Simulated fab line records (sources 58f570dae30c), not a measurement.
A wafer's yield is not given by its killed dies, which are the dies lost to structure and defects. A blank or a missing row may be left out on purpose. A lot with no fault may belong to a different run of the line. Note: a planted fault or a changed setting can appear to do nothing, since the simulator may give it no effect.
Split-lot study | flow berkeley-cmos170 | on a route of 331 steps: 5 lots, 23 wafers read

## THE SPLIT
At UCB170_M2_PEB_13, the setting peb-temp-c was moved away from the recipe's 130 C on 9 of the 23 wafers read, by -1.2% to +1.6%. For the rest of the wafers, this setting stayed at what the recipe calls for.

## FROM THE SPLIT TO THE READING: what the file shows between them, 5 steps
- UCB170_M2_DEVELOP_14: develop time 45 s
- UCB170_M2_CD_MEAS_15: target cd 700 nm
- UCB170_M2_ETCH_17: etches BARC in N2/H2
- UCB170_M2_METAL_ETCH_18: etches Al in Cl2/BCl3, stops on SiO2, target depth 1170 nm, time 195 s
- UCB170_M2_STRIP_19: strips in O2

## THE READING
cd-nm, in nm, at UCB170_M2_CD_MEAS_90 (target cd 700 nm). Fault-free wafers of this fab line usually give 697.7 nm, standard deviation 2.9 nm.

wafer  | tool, chamber at the split | peb-temp-c as run, C | against the recipe | cd-nm, nm | against lot-mates on the recipe
L075.1 | litho-track-04, 0          | 132.1                | +1.6%              | 683.5     | -13.8
L075.2 | litho-track-04, 0          | 130                  | recipe             | 697.2     | -
L075.4 | litho-track-04, 0          | 132.1                | +1.6%              | 682.7     | -14.6
L075.5 | litho-track-04, 0          | 130                  | recipe             | 699.5     | -
L075.6 | litho-track-04, 0          | 130                  | recipe             | 695.3     | -
L074.1 | litho-track-03, 0          | 130                  | recipe             | 699.5     | -
L074.2 | litho-track-03, 0          | 130                  | recipe             | 693.7     | -
L074.4 | litho-track-03, 0          | 130                  | recipe             | 701.1     | -
L074.5 | litho-track-03, 0          | 131.7                | +1.3%              | 688.7     | -9.4
L074.6 | litho-track-03, 0          | 131.7                | +1.3%              | 685.0     | -13.1
L077.1 | litho-track-04, 0          | 128.6                | -1.1%              | 710.6     | +10.5
L077.2 | litho-track-04, 0          | 130                  | recipe             | 698.5     | -
L077.3 | litho-track-04, 0          | 128.6                | -1.1%              | 709.6     | +9.5
L077.4 | litho-track-04, 0          | 128.6                | -1.1%              | 708.8     | +8.6
L077.5 | litho-track-04, 0          | 130                  | recipe             | 701.8     | -
L079.2 | litho-track-03, 0          | 130                  | recipe             | 695.8     | -
L079.3 | litho-track-03, 0          | 128.5                | -1.2%              | 705.3     | +6.9
L079.4 | litho-track-03, 0          | 128.5                | -1.2%              | 709.2     | +10.8
L079.5 | litho-track-03, 0          | 130                  | recipe             | 698.9     | -
L079.6 | litho-track-03, 0          | 130                  | recipe             | 700.4     | -
L078.1 | litho-track-04, 0          | 130                  | recipe             | 695.0     | -
L078.3 | litho-track-04, 0          | 130                  | recipe             | 696.2     | -
L078.6 | litho-track-04, 0          | 130                  | recipe             | 693.0     | -

FIT RESULTS
A straight line over all 23 wafers: cd-nm changes by -9.22 nm for each +1% of peb-temp-c; r = -0.95; the points scatter about the line by 2.5 nm.
The same after taking each lot's own level away (the mean of its wafers on the recipe; 23 wafers): -8.57 nm for each +1%; r = -0.97; scatter 1.9 nm.
According to that fit, moving peb-temp-c by its largest amount changes the reading by 14 nm.
Across the lots, their own levels run from 694.73 to 700.15 nm, a range of 1.9 times the standard deviation given above.
The two slopes agree, so the slope changes little with the lot-to-lot level.
Check: for one of the wafers moved furthest among these (+1.6%), held out of the fit, the line's prediction against its lot-mates is -14 nm. Against them it came out at -13.8 nm.

## OTHER SPLITS APPLIED TO THESE WAFERS
These wafers also went through other splits before the reading. Each is held against what the fit with the lots' levels taken away leaves over:
other split on the same wafers   | wafers away from the commonest value | r with cd-nm (lot level and that fit taken away)
UCB170_NSD_COAT_01 resist-thk-nm | 7                                    | -0.34
UCB170_M1_SPUTTER_00 power-w     | 8                                    | -0.26
UCB170_M1_METAL_ETCH_12 icp-w    | 6                                    | +0.32
UCB170_M2_SPUTTER_01 time-s      | 9                                    | +0.13

## THE WHOLE CHAIN: every reading that the file lists as answering this split, in the file's order
step                    | what it does                                                           | reading                                                   | change (the file's fit)              | r (the file's)
UCB170_M2_CD_MEAS_15    | target cd 700 nm                                                       | cd-nm                                                     | -8.53 nm for each +1% of the setting | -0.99
UCB170_M2_ETCH_17       | etches BARC in N2/H2                                                   | M2.cd-nm (the simulator's own value, which no gauge read) | -8.16 nm for each +1% of the setting | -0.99
UCB170_M2_METAL_ETCH_18 | etches Al in Cl2/BCl3, stops on SiO2, target depth 1170 nm, time 195 s | M2.cd-nm (the simulator's own value, which no gauge read) | -8.54 nm for each +1% of the setting | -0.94
UCB170_M2_CD_MEAS_90    | target cd 700 nm                                                       | cd-nm                                                     | -8.55 nm for each +1% of the setting | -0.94

## FILE'S OWN FIT
cd-nm changes by -8.55 nm for each +1% of peb-temp-c, r = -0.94.
